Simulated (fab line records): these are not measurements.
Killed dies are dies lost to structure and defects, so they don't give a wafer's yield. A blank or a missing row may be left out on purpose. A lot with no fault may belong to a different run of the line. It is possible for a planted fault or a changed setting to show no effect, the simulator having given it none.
Split-lot study || flow rit_cmos || 23 wafers read from 5 lots, route of 202 steps

== ABOUT THE SPLIT ==
At RIT_PSD_IMPLANT_08, the setting dose_cm2 was moved away from the recipe's 5e+15 on 10 of the 23 wafers read, by -6.0% to +7.5%. For the rest of the wafers, this setting stayed at what the recipe calls for.

== FROM THE SPLIT TO THE READING: what the file shows between them, 3 steps ==
- RIT_PSD_STRIP_09: strips in O2, time 180 s
- RIT_SDANNEAL_CLEAN_02: cleans in SC2, time 600 s
- RIT_SDANNEAL_RTA_03: time 5 s

== THE READING ==
PSD_RS (ohm/sq), read at RIT_SDANNEAL_RS_MEAS_04 with a four-point probe. On this fab line, fault-free wafers typically give 115.9 ohm/sq with a standard deviation of 0.32 ohm/sq.

{"wafer": "L074.1", "tool, chamber at the split": "implanter-01, 0", "dose_cm2 as run": 4.782e+15, "against the recipe": "-4.4%", "PSD_RS, ohm/sq": 116.2, "against lot-mates on the recipe": "+0.4"}
{"wafer": "L074.2", "tool, chamber at the split": "implanter-01, 0", "dose_cm2 as run": 5e+15, "against the recipe": "recipe", "PSD_RS, ohm/sq": 115.9, "against lot-mates on the recipe": "-"}
{"wafer": "L074.3", "tool, chamber at the split": "implanter-01, 0", "dose_cm2 as run": 4.782e+15, "against the recipe": "-4.4%", "PSD_RS, ohm/sq": 116.3, "against lot-mates on the recipe": "+0.5"}
{"wafer": "L074.5", "tool, chamber at the split": "implanter-01, 0", "dose_cm2 as run": 4.782e+15, "against the recipe": "-4.4%", "PSD_RS, ohm/sq": 116.6, "against lot-mates on the recipe": "+0.8"}
{"wafer": "L074.6", "tool, chamber at the split": "implanter-01, 0", "dose_cm2 as run": 5e+15, "against the recipe": "recipe", "PSD_RS, ohm/sq": 115.8, "against lot-mates on the recipe": "-"}
{"wafer": "L075.1", "tool, chamber at the split": "implanter-01, 0", "dose_cm2 as run": 4.702e+15, "against the recipe": "-6.0%", "PSD_RS, ohm/sq": 116.1, "against lot-mates on the recipe": "+0.5"}
{"wafer": "L075.2", "tool, chamber at the split": "implanter-01, 0", "dose_cm2 as run": 5e+15, "against the recipe": "recipe", "PSD_RS, ohm/sq": 115.5, "against lot-mates on the recipe": "-"}
{"wafer": "L075.3", "tool, chamber at the split": "implanter-01, 0", "dose_cm2 as run": 5e+15, "against the recipe": "recipe", "PSD_RS, ohm/sq": 115.8, "against lot-mates on the recipe": "-"}
{"wafer": "L075.4", "tool, chamber at the split": "implanter-01, 0", "dose_cm2 as run": 4.702e+15, "against the recipe": "-6.0%", "PSD_RS, ohm/sq": 116.2, "against lot-mates on the recipe": "+0.6"}
{"wafer": "L075.6", "tool, chamber at the split": "implanter-01, 0", "dose_cm2 as run": 5e+15, "against the recipe": "recipe", "PSD_RS, ohm/sq": 115.5, "against lot-mates on the recipe": "-"}
{"wafer": "L077.1", "tool, chamber at the split": "implanter-04, 0", "dose_cm2 as run": 4.813e+15, "against the recipe": "-3.7%", "PSD_RS, ohm/sq": 116.8, "against lot-mates on the recipe": "+0.5"}
{"wafer": "L077.2", "tool, chamber at the split": "implanter-04, 0", "dose_cm2 as run": 5e+15, "against the recipe": "recipe", "PSD_RS, ohm/sq": 116.5, "against lot-mates on the recipe": "-"}
{"wafer": "L077.3", "tool, chamber at the split": "implanter-04, 0", "dose_cm2 as run": 4.813e+15, "against the recipe": "-3.7%", "PSD_RS, ohm/sq": 116.7, "against lot-mates on the recipe": "+0.4"}
{"wafer": "L077.4", "tool, chamber at the split": "implanter-04, 0", "dose_cm2 as run": 4.813e+15, "against the recipe": "-3.7%", "PSD_RS, ohm/sq": 116.7, "against lot-mates on the recipe": "+0.4"}
{"wafer": "L077.5", "tool, chamber at the split": "implanter-04, 0", "dose_cm2 as run": 5e+15, "against the recipe": "recipe", "PSD_RS, ohm/sq": 116.2, "against lot-mates on the recipe": "-"}
{"wafer": "L078.2", "tool, chamber at the split": "implanter-02, 0", "dose_cm2 as run": 5e+15, "against the recipe": "recipe", "PSD_RS, ohm/sq": 115.9, "against lot-mates on the recipe": "-"}
{"wafer": "L078.3", "tool, chamber at the split": "implanter-02, 0", "dose_cm2 as run": 5e+15, "against the recipe": "recipe", "PSD_RS, ohm/sq": 116.2, "against lot-mates on the recipe": "-"}
{"wafer": "L078.5", "tool, chamber at the split": "implanter-02, 0", "dose_cm2 as run": 5e+15, "against the recipe": "recipe", "PSD_RS, ohm/sq": 116.0, "against lot-mates on the recipe": "-"}
{"wafer": "L085.1", "tool, chamber at the split": "implanter-01, 0", "dose_cm2 as run": 5e+15, "against the recipe": "recipe", "PSD_RS, ohm/sq": 116.1, "against lot-mates on the recipe": "-"}
{"wafer": "L085.3", "tool, chamber at the split": "implanter-01, 0", "dose_cm2 as run": 5.375e+15, "against the recipe": "+7.5%", "PSD_RS, ohm/sq": 115.0, "against lot-mates on the recipe": -1.1}
{"wafer": "L085.4", "tool, chamber at the split": "implanter-01, 0", "dose_cm2 as run": 5.375e+15, "against the recipe": "+7.5%", "PSD_RS, ohm/sq": 115.1, "against lot-mates on the recipe": -1.0}
{"wafer": "L085.5", "tool, chamber at the split": "implanter-01, 0", "dose_cm2 as run": 5e+15, "against the recipe": "recipe", "PSD_RS, ohm/sq": 116.0, "against lot-mates on the recipe": "-"}
{"wafer": "L085.6", "tool, chamber at the split": "implanter-01, 0", "dose_cm2 as run": 5e+15, "against the recipe": "recipe", "PSD_RS, ohm/sq": 116.1, "against lot-mates on the recipe": "-"}

FIT RESULTS
A straight line over all 23 wafers: PSD_RS changes by -0.106 ohm/sq for each +1% of dose_cm2; r = -0.78; the points scatter about the line by 0.3 ohm/sq.
The same after taking each lot's own level away (the mean of its wafers on the recipe; 23 wafers): -0.119 ohm/sq for each +1%; r = -0.96; scatter 0.13 ohm/sq.
On that fit, the largest move of dose_cm2 shifts the reading by 0.89 ohm/sq.
Measured against the standard deviation above, the lots' own levels, which go from 115.60 to 116.35 ohm/sq, span 2.3 times it.
So the lot-to-lot level blurs the effect unless lot-mates are compared.
Check: with one of the wafers moved furthest among these (+7.5%) left out of the fit, the line predicts -0.858 ohm/sq for it against its lot-mates. Against them it came out at -1.07 ohm/sq.

== OTHER SPLITS ON THESE WAFERS ==
Other splits were also applied to these wafers ahead of the reading. Each is held against what the fit with the lots' levels taken away leaves over:
{"other split on the same wafers": "RIT_ACTIVE_COAT_06 spin_rpm", "wafers away from the commonest value": 9, "r with PSD_RS (lot level and that fit taken away)": -0.01}
{"other split on the same wafers": "RIT_FOX1_OXIDATION_00 ox_time_s", "wafers away from the commonest value": 15, "r with PSD_RS (lot level and that fit taken away)": "+0.04"}
{"other split on the same wafers": "RIT_GATE_OXIDATION_05 ox_time_s", "wafers away from the commonest value": 15, "r with PSD_RS (lot level and that fit taken away)": "+0.15"}
{"other split on the same wafers": "RIT_GATE_SOFTBAKE_12 temp_c", "wafers away from the commonest value": 8, "r with PSD_RS (lot level and that fit taken away)": -0.03}
{"other split on the same wafers": "RIT_GATE_EXPOSE_13 dose_mj", "wafers away from the commonest value": 8, "r with PSD_RS (lot level and that fit taken away)": "+0.42"}
{"other split on the same wafers": "RIT_GATE_DEVELOP_15 develop_time_s", "wafers away from the commonest value": 5, "r with PSD_RS (lot level and that fit taken away)": -0.16}
{"other split on the same wafers": "RIT_SPACER_CVD_03 sih2cl2_flow_sccm", "wafers away from the commonest value": 10, "r with PSD_RS (lot level and that fit taken away)": "+0.03"}
{"other split on the same wafers": "RIT_PSD_COAT_01 resist_thk_nm", "wafers away from the commonest value": 6, "r with PSD_RS (lot level and that fit taken away)": -0.18}

== FILE'S OWN FIT ==
PSD_RS changes by -0.116 ohm/sq for each +1% of dose_cm2, r = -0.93.
